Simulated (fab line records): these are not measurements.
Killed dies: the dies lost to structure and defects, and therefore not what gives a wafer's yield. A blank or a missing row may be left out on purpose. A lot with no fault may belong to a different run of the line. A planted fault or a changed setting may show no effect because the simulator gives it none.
Which tool did it? + flow berkeley-cmos170 + 7 lots, 21 wafers sampled, at 4 steps of a route of 331

WHAT THE GAUGES READ, wafer by wafer
UCB170_NLDD_TW_MEAS_11.
| lot  | measured     | on            | NLDD_TW        |
|------|--------------|---------------|----------------|
| L139 | day 7 11:09  | film-metro-04 | 2221 2234 2234 |
| L143 | day 7 13:57  | film-metro-03 | 2217 2215 2212 |
| L146 | day 8 11:44  | film-metro-03 | 2243 2240 2247 |
| L151 | day 9 04:22  | film-metro-03 | 3133 3130 3144 |
| L155 | day 10 06:38 | film-metro-01 | 2201 2187 2203 |
| L158 | day 10 16:26 | film-metro-03 | 2221 2223 2233 |
| L157 | day 10 16:33 | film-metro-04 | 2198 2209 2208 |

WHICH TOOL RAN EACH LOT (tool, then ch and the chambers of the sampled wafers, then the start)
| lot  | UCB170_PLDD_STRIP_10                 | UCB170_NLDD_IMPLANT_08          | UCB170_NLDD_STRIP_10                 |
|------|--------------------------------------|---------------------------------|--------------------------------------|
| L139 | plasma-asher-03 ch 0,1, day 7 07:18  | implanter-04 ch 0, day 7 10:46  | plasma-asher-02 ch 0,1, day 7 11:02  |
| L143 | plasma-asher-03 ch 0,1, day 7 11:52  | implanter-03 ch 0, day 7 13:35  | plasma-asher-02 ch 0,1, day 7 13:52  |
| L146 | plasma-asher-04 ch 0,1, day 8 09:26  | implanter-03 ch 0, day 8 11:20  | plasma-asher-02 ch 0,1, day 8 11:38  |
| L151 | plasma-asher-01 ch 0,1, day 9 01:58  | implanter-04 ch 0, day 9 03:58  | plasma-asher-02 ch 1, day 9 04:16    |
| L155 | plasma-asher-04 ch 0,1, day 10 04:20 | implanter-02 ch 0, day 10 06:15 | plasma-asher-04 ch 0,1, day 10 06:31 |
| L158 | plasma-asher-03 ch 0,1, day 10 12:24 | implanter-03 ch 0, day 10 16:02 | plasma-asher-02 ch 0,1, day 10 16:20 |
| L157 | plasma-asher-03 ch 0,1, day 10 13:13 | implanter-02 ch 0, day 10 16:09 | plasma-asher-03 ch 0,1, day 10 16:27 |
- UCB170_PLDD_STRIP_10: strips in O2.
- UCB170_NLDD_IMPLANT_08
- UCB170_NLDD_STRIP_10: strips in O2.

THE ANSWER, worked out from the rows above alone
Rule: the lots themselves supply what counts as usual. The widest of any qualifying gaps counts: lots, ordered by their means at a reading, are off when they make up no more than a third of the lots, leave a main group of 4 or more, and stand apart from it by 3 or more times the standard deviation of that group's means. If all means in a main group match to the digits the tables above print for the reading, that group is not used. Also off: a lot with no number at a reading for which 4 or more lots have one. Any other lot the step has rows for is counted as sound.
Off: at UCB170_NLDD_TW_MEAS_11 (NLDD_TW), L151. Mean 2219 and standard deviation 16 in the main group.
A tool fits if, at a process step before that reading, it ran every lot that is off, and no sound lot after the first of them. Those tools and the gauges at UCB170_NLDD_TW_MEAS_11 are tried in the same way. 2 tools fit, plasma-asher-01 at UCB170_PLDD_STRIP_10 and implanter-04 at UCB170_NLDD_IMPLANT_08, so this cannot tell which one it is.

WHAT HAD BEEN PUT IN BY THE SIMULATOR
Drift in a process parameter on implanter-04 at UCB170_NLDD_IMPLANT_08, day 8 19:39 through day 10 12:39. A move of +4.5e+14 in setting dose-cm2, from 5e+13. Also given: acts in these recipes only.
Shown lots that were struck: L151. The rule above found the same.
